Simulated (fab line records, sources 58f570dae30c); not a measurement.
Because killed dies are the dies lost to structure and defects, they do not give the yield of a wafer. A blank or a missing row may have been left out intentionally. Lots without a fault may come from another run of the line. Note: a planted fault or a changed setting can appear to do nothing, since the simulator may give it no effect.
One fault seen from 2 desks | flow berkeley-cmos170 | each desk has only its own numbers; what lay behind them comes last

AT THE METROLOGY DESK
Means of the sampled wafers that have a number, per lot and without regard to the tool the lot ran on: this is what the gauges read. A lot is out of limits, marked OUT, if its mean lies more than 4 standard deviations from the usual mean; the brackets give that distance.
Columns: A = cd-nm at UCB170_CONTACT_CD_MEAS_90, usual 699.8 nm
lot  | first seen here | A
L898 | day 7 12:59     | 700.2
L897 | day 7 14:53     | 698.6
L900 | day 8 02:07     | 699.8
L901 | day 8 05:17     | 701.1
L904 | day 8 13:44     | 697.7
L907 | day 9 13:01     | 702.0
L910 | day 9 14:55     | 699.9
L908 | day 9 15:25     | 699.1
L909 | day 9 15:38     | 703.6
L911 | day 10 06:06    | 705.8 (+4.3) OUT
L914 | day 10 07:02    | 698.1
L916 | day 11 01:16    | 700.8
L920 | day 11 02:47    | 697.6
L917 | day 11 03:21    | 700.3
This desk's finding: out of limits on L911; first on L911, day 10 06:06 (cd-nm at UCB170_CONTACT_CD_MEAS_90). L898, L897, L900, L901, L904, L907, L910, L908, L909, L914, L916, L920, L917 stayed within limits.

AT THE TOOL OWNER'S DESK: rie-diel-03
The tool's own readings at UCB170_CONTACT_ETCH_18 (etches PSG in CHF3/CF4/Ar, stops on TiSi2, target depth 840 nm, time 195 s): means of the sampled wafers that have a number, for each lot that ran on this tool. A lot is out of limits, marked OUT, if its mean lies more than 4 standard deviations from the usual mean; the brackets give that distance.
Columns: A = cf4-flow-sccm at UCB170_CONTACT_ETCH_18, usual 14.99 sccm; B = drypump-motor-current-A at UCB170_CONTACT_ETCH_18, usual 5.5 A; C = oes-product-au at UCB170_CONTACT_ETCH_18, usual 0.896 a.u.; D = run-length-s at UCB170_CONTACT_ETCH_18, usual 223.2 s; E = throttle-valve-pct at UCB170_CONTACT_ETCH_18, usual 6.91 %
lot  | first seen here | A     | B   | C               | D                       | E
L898 | day 7 12:00     | 14.97 | 5.6 | 0.916           | 223.6                   | 6.84
L900 | day 8 01:00     | 15.00 | 5.3 | 0.895           | 222.6                   | 6.83
L904 | day 8 13:00     | 14.99 | 5.3 | 0.908           | 222.8                   | 6.86
L910 | day 9 14:00     | 15.02 | 5.5 | 0.884           | 223.0                   | 6.76
L909 | day 9 15:00     | 15.00 | 5.7 | 0.679 (-15) OUT | 379.6 (+99 or more) OUT | 6.78
L911 | day 10 05:00    | 15.00 | 5.9 | 0.680 (-15) OUT | 379.3 (+99 or more) OUT | 6.83
This desk's finding: out of limits on L909, L911; first on L909, day 9 15:00 (oes-product-au at UCB170_CONTACT_ETCH_18). L898, L900, L904, L910 stayed within limits.

TAKEN TOGETHER
The tool owner's desk could have raised an alarm at day 9 15:00, on L909, L911.
Metrology desk: alarm possible at day 10 06:06 on L911.
The metrology desk holds a record of L909, inside its limits.
UCB170_CONTACT_ETCH_18 was run on rie-diel-03 by each of the lots named.

WHAT THE SIMULATOR HAD INSERTED
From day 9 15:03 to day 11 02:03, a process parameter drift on rie-diel-03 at UCB170_CONTACT_ETCH_18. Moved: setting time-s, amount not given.
Lots struck among those shown: L909, L911.
